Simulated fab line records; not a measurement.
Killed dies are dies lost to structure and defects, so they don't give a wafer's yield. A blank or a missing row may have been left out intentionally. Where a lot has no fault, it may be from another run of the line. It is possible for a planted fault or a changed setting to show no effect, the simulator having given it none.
8D (eight disciplines) problem report, filled in by code + flow berkeley cmos170 + the parts of the form that need people (team, actions taken, sign-off) are left out

## 1. WHAT WENT WRONG
At UCB170_PLDD_CD_MEAS_06, cd nm averages 1238.6 nm over 6 wafers from 2 lots, while fault-free wafers read 1199.9 nm, standard deviation 1.3. That is +30 standard deviations from the usual mean.
The step: target cd 1200 nm.
First seen on wafer L922.1, day 10 13:22, on cd sem-01. Wafers with a number at this step in the record: 42, from 14 lots. Rule for "out", or "out of limits": more than 4 standard deviations from the usual mean. The rest of the wafers with a number are treated as sound.

## 2. WHAT IT IS; WHAT IT IS NOT
| question                    | is                     | is not                                                                          |
|-----------------------------|------------------------|---------------------------------------------------------------------------------|
| which readings at this step | cd nm                  | -                                                                               |
| which lots                  | L920, L922             | L906, L907, L908, L909, L910, L911, L912, L913, L914, L925, L927, L928          |
| which wafers of those lots  | all that have a number | -                                                                               |
| read on which gauges        | cd sem-01              | cd sem-02                                                                       |
| when                        | from day 10 13:22      | up to then (27 sound wafers); but 9 sound wafers of L925, L927, L928 came after |

## 3. WHAT RULES OUT EACH SUSPECT
Counting: a tool at any process step up to the reading remains a suspect when it ran all the lots that are out and ran no sound lot after the first of those.
- the gauge at UCB170_PLDD_CD_MEAS_06: ruled out. All the wafers that are out were read on cd sem-01, but those of them that UCB170_PLDD_PEB_04 has rows for are out there too, on other tools.
- litho track-03 at UCB170_PLDD_PEB_04: kept. All lots that are out passed through it, beginning with L922 at day 10 13:05, and no sound lot followed; its final sound lot before that point was L910 at day 8 01:56. On those wafers its own readings are out: heater power total W, plate temp C.
Left after counting: litho track-03 at UCB170_PLDD_PEB_04.

## 4. THE CAUSE (what the simulator had put in)
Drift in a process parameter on litho track-03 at UCB170_PLDD_PEB_04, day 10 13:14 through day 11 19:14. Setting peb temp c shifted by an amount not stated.
The count eliminated every tool but this one.

## 5. THE CHAIN OF EFFECTS, in route order
Each row: a reading whose mean over the struck wafers that have a number lies more than 3 standard deviations from the usual. Only readings for which the record gives a usual standard deviation are gone through. hours: the time from each lot's start at the first step in this table that gives one to its start at this step, as a median over the lots. sigmas: the change in usual standard deviations.
| hours | step                   | reading              | usual     | on struck wafers | change | sigmas      |
|-------|------------------------|----------------------|-----------|------------------|--------|-------------|
| 0     | UCB170_PLDD_PEB_04     | heater power total W | 56.80 W   | 61.44            | +4.64  | +99 or more |
| 0     | UCB170_PLDD_PEB_04     | plate temp C         | 130.01 C  | 138.01           | +8.00  | +62         |
| 0     | UCB170_PLDD_CD_MEAS_06 | cd nm                | 1199.9 nm | 1238.6           | +38.7  | +30         |
The process steps in it:
- UCB170_PLDD_PEB_04
Later steps that measure or inspect, where all struck wafers having a row at the step show a number for every such reading and not one has moved that far: UCB170_PSD_CD_MEAS_06.

## 6. WHAT WOULD HAVE CAUGHT IT SOONER
Counted from the fault's start at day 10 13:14, it took 0 hours until the first out-of-limits reading at a measuring or inspecting step in this record, taken at day 10 13:22.
Tool's own readings at UCB170_PLDD_PEB_04, heater power total W, plate temp C: out on all struck wafers the step has rows for; an alarm limit on them would have tripped on the first.
L920, from the lots that are out (2), started UCB170_PLDD_PEB_04 on litho track-03 later than day 10 13:22. A hold on the tool at that time would have spared it.
